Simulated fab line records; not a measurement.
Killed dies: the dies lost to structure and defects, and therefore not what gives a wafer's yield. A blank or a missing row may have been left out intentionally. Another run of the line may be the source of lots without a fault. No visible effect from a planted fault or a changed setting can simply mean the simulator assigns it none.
Which tool did it? | flow rit-cmos | 14 lots with 42 wafers sampled at 5 steps, on a route of 202 steps

== WHAT THE GAUGES READ, wafer by wafer ==
RIT_ACTIVE_THK_MEAS_02. Usual: ACTIVE_OXIDE_THK gives 46.9 nm (standard deviation 0.9).
lot  | measured    | on            | ACTIVE_OXIDE_THK (nm) | flag
L948 | day 1 12:04 | film-metro-01 | 47.5 47.5 47.3        |
L949 | day 1 18:32 | film-metro-01 | 46.9 46.3 47.0        |
L951 | day 2 04:02 | film-metro-02 | 46.2 46.0 45.6        |
L952 | day 2 09:06 | film-metro-02 | 48.2 48.2 48.4        |
L954 | day 2 18:49 | film-metro-01 | 46.4 46.6 46.6        |
L956 | day 3 04:19 | film-metro-03 | 46.5 46.8 46.7        |
L958 | day 3 14:41 | film-metro-02 | 46.6 46.2 46.8        |
L960 | day 4 01:40 | film-metro-01 | 46.3 45.7 46.4        |
L961 | day 4 05:22 | film-metro-02 | 48.4 49.1 48.2        |
L963 | day 4 15:03 | film-metro-02 | 48.1 47.3 48.4        |
L964 | day 4 20:51 | film-metro-02 | 45.8 45.6 45.4        |
L965 | day 5 01:32 | film-metro-01 | 53.0 53.2 52.7        | OFF
L966 | day 5 06:03 | film-metro-01 | 48.0 47.6 47.4        |
L967 | day 5 11:22 | film-metro-02 | 51.9 52.7 52.5        | OFF

RIT_M1_RS_MEAS_01: uses a four-point probe to measure. Usual: M1_AL_RS gives 0.0734 ohm/sq (standard deviation 0.0007).
lot  | measured    | on            | M1_AL_RS (ohm/sq)    | flag
L948 | day 3 15:58 | film-metro-02 | 0.0732 0.0729 0.0730 |
L949 | day 3 17:46 | film-metro-01 | 0.0733 0.0735 0.0731 |
L951 | day 4 03:02 | film-metro-01 | 0.0737 0.0725 0.0731 |
L952 | day 4 08:14 | film-metro-03 | 0.0742 0.0740 0.0742 |
L954 | day 4 16:46 | film-metro-01 | 0.0737 0.0736 0.0743 |
L956 | day 5 03:46 | film-metro-01 | 0.0735 0.0736 0.0736 |
L958 | day 5 11:28 | film-metro-03 | 0.0736 0.0738 0.0737 |
L960 | day 5 22:25 | film-metro-02 | 0.0731 0.0748 0.0742 |
L961 | day 6 02:37 | film-metro-03 | 0.0739 0.0728 0.0740 |
L963 | day 6 14:21 | film-metro-01 | 0.0730 0.0749 0.0735 |
L964 | day 6 16:03 | film-metro-02 | 0.0741 0.0733 0.0732 |
L965 | day 6 21:04 | film-metro-03 | 0.0727 0.0735 0.0742 |
L966 | day 7 02:54 | film-metro-03 | 0.0743 0.0729 0.0737 |
L967 | day 7 07:21 | film-metro-01 | 0.0735 0.0735 0.0725 |

RIT_M1_OVL_MEAS_10. Usual: M1_OVL gives 0.6 nm (standard deviation 1.4).
lot  | measured    | on         | M1_OVL (nm)    | flag
L948 | day 3 17:16 | overlay-02 | -1.0 -0.5 0.8  |
L949 | day 3 19:04 | overlay-02 | -1.4 2.4 2.6   |
L951 | day 4 04:12 | overlay-02 | -0.9 -1.3 0.7  |
L952 | day 4 09:25 | overlay-01 | 2.7 1.2 3.1    |
L954 | day 4 17:56 | overlay-02 | 0.2 -1.4 0.3   |
L956 | day 5 05:04 | overlay-02 | 2.0 -0.8 0.0   |
L958 | day 5 12:39 | overlay-02 | 2.7 0.4 0.7    |
L960 | day 5 23:43 | overlay-01 | 0.5 -1.4 1.2   |
L961 | day 6 03:55 | overlay-02 | 2.0 2.5 -0.3   |
L963 | day 6 15:33 | overlay-01 | 1.1 0.6 1.6    |
L964 | day 6 17:13 | overlay-01 | -1.4 -1.1 -2.1 |
L965 | day 6 22:15 | overlay-01 | -0.5 -0.2 0.7  |
L966 | day 7 04:05 | overlay-02 | 1.0 1.8 1.6    |
L967 | day 7 08:39 | overlay-01 | -1.0 -0.6 -2.0 |

== EACH LOT AND THE TOOL THAT RAN IT (in order: tool; ch and the chambers of the sampled wafers; start) ==
lot  | RIT_ACTIVE_OXIDATION_01      | RIT_SILICIDE_RTA_04
L948 | furnace-01 ch 0, day 1 10:07 | rtp-anneal-01 ch 0, day 3 12:47
L949 | furnace-04 ch 0, day 1 16:37 | rtp-anneal-01 ch 0, day 3 14:55
L951 | furnace-03 ch 0, day 2 02:06 | rtp-anneal-02 ch 0, day 4 00:09
L952 | furnace-01 ch 0, day 2 07:10 | rtp-anneal-01 ch 0, day 4 05:32
L954 | furnace-04 ch 0, day 2 16:53 | rtp-anneal-01 ch 0, day 4 13:49
L956 | furnace-04 ch 0, day 3 02:22 | rtp-anneal-01 ch 0, day 5 00:56
L958 | furnace-01 ch 0, day 3 12:46 | rtp-anneal-01 ch 0, day 5 08:39
L960 | furnace-04 ch 0, day 3 23:43 | rtp-anneal-01 ch 0, day 5 19:28
L961 | furnace-03 ch 0, day 4 03:25 | rtp-anneal-02 ch 0, day 5 23:47
L963 | furnace-03 ch 0, day 4 13:07 | rtp-anneal-02 ch 0, day 6 11:31
L964 | furnace-04 ch 0, day 4 18:55 | rtp-anneal-01 ch 0, day 6 13:21
L965 | furnace-03 ch 0, day 4 23:37 | rtp-anneal-02 ch 0, day 6 18:22
L966 | furnace-01 ch 0, day 5 04:07 | rtp-anneal-01 ch 0, day 7 00:04
L967 | furnace-03 ch 0, day 5 09:26 | rtp-anneal-02 ch 0, day 7 04:28
- RIT_ACTIVE_OXIDATION_01: target thk 46.8 nm, ox time 3360 s.
- RIT_SILICIDE_RTA_04: time 10 s, ramp up 5 s, ramp down 5 s.

== AS READ BY THE TOOLS THEMSELVES (means over the sampled wafers that have a number; for cases with no such wafer, the mark the record gives instead) ==
RIT_SILICIDE_RTA_04. Usual: wafer_temp_C_max 653.8, standard deviation 0.75.
lot  | tool          | wafer_temp_C_max | flag
L948 | rtp-anneal-01 | 654.1            |
L949 | rtp-anneal-01 | 653.7            |
L951 | rtp-anneal-02 | 653.4            |
L952 | rtp-anneal-01 | 654.4            |
L954 | rtp-anneal-01 | 654.6            |
L956 | rtp-anneal-01 | 654.5            |
L958 | rtp-anneal-01 | 654.0            |
L960 | rtp-anneal-01 | 654.0            |
L961 | rtp-anneal-02 | 654.6            |
L963 | rtp-anneal-02 | 653.5            |
L964 | rtp-anneal-01 | 653.5            |
L965 | rtp-anneal-02 | 653.1            |
L966 | rtp-anneal-01 | 654.7            |
L967 | rtp-anneal-02 | 653.8            |

== THE ANSWER, worked out from the rows above alone ==
Rule: a lot is off if the mean of its wafers that have a number lies more than 3 standard deviations from the usual mean. A lot without any number at a reading at which 4 lots or more have one is off too. Where the step has rows for the other lots, those lots are counted as sound. Order of review: gauges by route order, followed by the tools' own readings, for which a lot's mean as printed above is used. At the first step where some lot is off, the reading lying furthest off is the one used; lots without a number count as furthest.
Off: L965, L967, seen at RIT_ACTIVE_THK_MEAS_02 (ACTIVE_OXIDE_THK).
A tool fits if, at a process step before that reading, it ran every lot that is off, and no sound lot after the first of them. Those tools and the gauges at RIT_ACTIVE_THK_MEAS_02 are tried in the same way. One candidate fits, namely furnace-03 at RIT_ACTIVE_OXIDATION_01. Its last sound lot is L963 (day 4 13:07), its first lot that is off L965 (day 4 23:37): a fault that began between those two fits.

== WHAT THE SIMULATOR HAD INSERTED ==
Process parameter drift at RIT_ACTIVE_OXIDATION_01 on furnace-03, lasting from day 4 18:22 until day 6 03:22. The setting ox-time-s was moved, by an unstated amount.
Lots struck among those shown: L965, L967. The rule above found the same.
